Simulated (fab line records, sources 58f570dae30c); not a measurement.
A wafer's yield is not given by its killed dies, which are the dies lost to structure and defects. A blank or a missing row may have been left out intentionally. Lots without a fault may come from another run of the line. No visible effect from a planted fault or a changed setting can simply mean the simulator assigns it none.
Split-lot experiment ; flow berkeley-cmos170 ; 23 wafers read from 5 lots, route of 331 steps

== ON THE SPLIT ==
At UCB170_M2_EXPOSE_12 (exposes mask METAL2, target cd 700 nm), the setting dose-mj was moved away from the recipe's 26 on 8 of the 23 wafers read, by -5.0% to -2.7%. For the rest of the wafers, this setting stayed at what the recipe calls for.

== FROM THE SPLIT TO THE READING: what the file shows between them, 2 steps ==
- UCB170_M2_PEB_13
- UCB170_M2_DEVELOP_14: develop time 45 s

== THE READING ==
cd-nm, in nm, at UCB170_M2_CD_MEAS_15 (target cd 700 nm). Typical for fault-free wafers on this fab line: 700.0 nm, with standard deviation 1.7 nm.

wafer;tool, chamber at the split;dose-mj as run;against the recipe;cd-nm, nm;against lot-mates on the recipe
L077.1;krf-scanner-02, 0;24.7;-5.0%;708.2;+10.2
L077.2;krf-scanner-02, 0;24.7;-5.0%;708.5;+10.5
L077.3;krf-scanner-02, 0;24.7;-5.0%;708.8;+10.8
L077.4;krf-scanner-02, 0;26;recipe;698.6;-
L077.6;krf-scanner-02, 0;26;recipe;697.5;-
L075.1;krf-scanner-02, 0;26;recipe;696.2;-
L075.2;krf-scanner-02, 0;26;recipe;696.2;-
L075.3;krf-scanner-02, 0;26;recipe;696.6;-
L075.5;krf-scanner-02, 0;26;recipe;696.3;-
L075.6;krf-scanner-02, 0;26;recipe;697.2;-
L079.1;krf-scanner-02, 0;26;recipe;700.7;-
L079.2;krf-scanner-02, 0;26;recipe;699.0;-
L079.5;krf-scanner-02, 0;26;recipe;700.0;-
L085.1;krf-scanner-01, 0;25.28;-2.8%;704.7;+5.1
L085.2;krf-scanner-01, 0;26;recipe;699.8;-
L085.3;krf-scanner-01, 0;26;recipe;699.7;-
L085.4;krf-scanner-01, 0;25.28;-2.8%;704.7;+5.1
L085.6;krf-scanner-01, 0;26;recipe;699.3;-
L084.1;krf-scanner-02, 0;25.3;-2.7%;704.6;+5.1
L084.2;krf-scanner-02, 0;26;recipe;699.5;-
L084.3;krf-scanner-02, 0;25.3;-2.7%;704.6;+5.1
L084.5;krf-scanner-02, 0;26;recipe;699.4;-
L084.6;krf-scanner-02, 0;25.3;-2.7%;704.5;+5.0

THE FIT
A straight line over all 23 wafers: cd-nm changes by -2.09 nm for each +1% of dose-mj; r = -0.95; the points scatter about the line by 1.3 nm.
The same after taking each lot's own level away (the mean of its wafers on the recipe; 23 wafers): -2.03 nm for each +1%; r = -0.99; scatter 0.45 nm.
That fit puts the effect of the largest move of dose-mj on the reading at 10 nm.
Measured against the standard deviation above, the lots' own levels, which go from 696.50 to 699.90 nm, span 2.0 times it.
The two slopes are in agreement: the lot-to-lot level therefore moves the slope only a little.
Check: with one of the wafers moved furthest among these (-5.0%) left out of the fit, the line predicts +10.1 nm for it against its lot-mates. Against them it came out at +10.2 nm.

== THE OTHER SPLITS THESE WAFERS WENT THROUGH ==
Before the reading, these wafers also passed through other splits. Each is held against what the fit with the lots' levels taken away leaves over:
other split on the same wafers;wafers away from the commonest value;r with cd-nm (lot level and that fit taken away)
UCB170_PSD_EXPOSE_03 dose-mj;7;-0.13
UCB170_NSD_EXPOSE_03 dose-mj;9;+0.05
UCB170_SILICIDE_SPUTTER_01 time-s;5;-0.20
UCB170_M1_COAT_04 spin-rpm;8;+0.43
UCB170_V1_EXPOSE_09 dose-mj;6;-0.02
UCB170_V1_ETCH_14 rf-w;9;+0.13

== THE WHOLE CHAIN: every reading that the file lists as answering this split, in the file's order ==
step;what it does;reading;change (the file's fit);r (the file's)
UCB170_M2_CD_MEAS_15;target cd 700 nm;cd-nm;-2.01 nm for each +1% of the setting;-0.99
UCB170_M2_ETCH_17;etches BARC in N2/H2;M2.cd-nm (the simulator's own value, which no gauge read);-2.01 nm for each +1% of the setting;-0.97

== FILE'S OWN FIT ==
cd-nm changes by -2.01 nm for each +1% of dose-mj, r = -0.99.
